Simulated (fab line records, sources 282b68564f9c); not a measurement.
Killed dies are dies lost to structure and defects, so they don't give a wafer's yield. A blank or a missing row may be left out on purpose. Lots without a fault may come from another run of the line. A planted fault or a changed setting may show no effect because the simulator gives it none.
Which tool did it? | flow rit_cmos | 14 lots, 42 wafers sampled, at 2 steps of a route of 202

WHAT THE GAUGES READ, wafer by wafer
The record holds no reading of a measuring or inspecting step that can be judged against a usual standard deviation.

WHICH TOOL RAN EACH LOT (tool, then ch and the chambers of the sampled wafers, then the start)
lot  | RIT_PSD_COAT_01                  | RIT_M1_PROBE_99
L136 | litho_track-04 ch 0, day 3 10:00 | -
L137 | litho_track-02 ch 0, day 3 12:35 | -
L140 | litho_track-04 ch 0, day 4 06:14 | prober-02, day 4 15:37
L141 | litho_track-04 ch 0, day 4 10:13 | -
L142 | litho_track-04 ch 0, day 4 13:48 | prober-02, day 4 22:57
L143 | litho_track-04 ch 0, day 4 21:50 | prober-01, day 5 06:55
L144 | litho_track-03 ch 0, day 4 22:58 | -
L149 | litho_track-04 ch 0, day 5 23:09 | -
L152 | litho_track-04 ch 0, day 6 19:08 | -
L153 | litho_track-02 ch 0, day 6 21:37 | -
L154 | litho_track-02 ch 0, day 6 23:43 | -
L156 | litho_track-02 ch 0, day 7 14:52 | -
L157 | litho_track-02 ch 0, day 7 19:07 | -
L158 | litho_track-03 ch 0, day 7 23:13 | -
- RIT_PSD_COAT_01: resist thk 1000 nm.
- RIT_M1_PROBE_99

WHAT THE TOOLS THEMSELVES READ (means of the sampled wafers that have a number; where no wafer has one, the mark that the record gives instead)
RIT_PSD_COAT_01. Usual: spin_speed_rpm 3249.6 rpm, standard deviation 2.1.
lot  | tool           | spin_speed_rpm (rpm) | flag
L136 | litho_track-04 | 3248.0               |
L137 | litho_track-02 | 3250.2               |
L140 | litho_track-04 | 3248.9               |
L141 | litho_track-04 | 3251.3               |
L142 | litho_track-04 | 3250.6               |
L143 | litho_track-04 | 3249.4               |
L144 | litho_track-03 | 3249.0               |
L149 | litho_track-04 | 3943.2               | OFF
L152 | litho_track-04 | 3943.4               | OFF
L153 | litho_track-02 | 3250.1               |
L154 | litho_track-02 | 3251.7               |
L156 | litho_track-02 | 3247.3               |
L157 | litho_track-02 | 3250.8               |
L158 | litho_track-03 | 3252.2               |

RIT_M1_PROBE_99. Usual: killed_at_contacts 0.0, standard deviation 0.22; killed_at_front_end 7, standard deviation 3.3; killed_dies 7, standard deviation 3.3; killed_open 3.3, standard deviation 1.9; killed_short 3.6, standard deviation 2.1.
lot  | tool      | killed_at_contacts | killed_at_front_end | killed_dies | killed_open | killed_short | flag
L140 | prober-02 | 0.0                | 6                   | 6           | 3.0         | 3.3          |
L142 | prober-02 | 0.0                | 7                   | 7           | 3.7         | 3.0          |
L143 | prober-01 | 0.0                | 5                   | 5           | 3.3         | 1.3          |

THE ANSWER, worked out from the rows above alone
Rule: a lot is off if the mean of its wafers that have a number lies more than 3 standard deviations from the usual mean. A lot without any number at a reading at which 4 lots or more have one is off too. The other lots that the step has rows for count as sound. The gauges are gone through in route order, then the tools' own readings, and for those a lot's mean is taken as printed above. The first step at which some lot is off is used, and at that step the reading that is off furthest; a lot without a number counts as furthest.
Off: L149, L152, at RIT_PSD_COAT_01 (spin_speed_rpm).
A tool fits if, at that step or a process step before it, it ran every lot that is off, and no sound lot after the first of them. One fits: litho_track-04 at RIT_PSD_COAT_01. Its last sound lot is L143 (day 4 21:50), its first lot that is off L149 (day 5 23:09): a fault that began between those two fits.
The tool's own readings at RIT_PSD_COAT_01 bear it out: on the lots that are off they differ by more than 5 times the standard deviation of the sound lots' means. spin_speed_rpm reads 3943.3 rpm there against 3250.0 rpm on the sound lots.

WHAT THE SIMULATOR HAD PUT IN
Process parameter drift: litho_track-04, from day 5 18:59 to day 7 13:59, at RIT_PSD_COAT_01. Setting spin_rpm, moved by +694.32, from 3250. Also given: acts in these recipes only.
Lots struck among those shown: L149, L152. The rule above found the same.
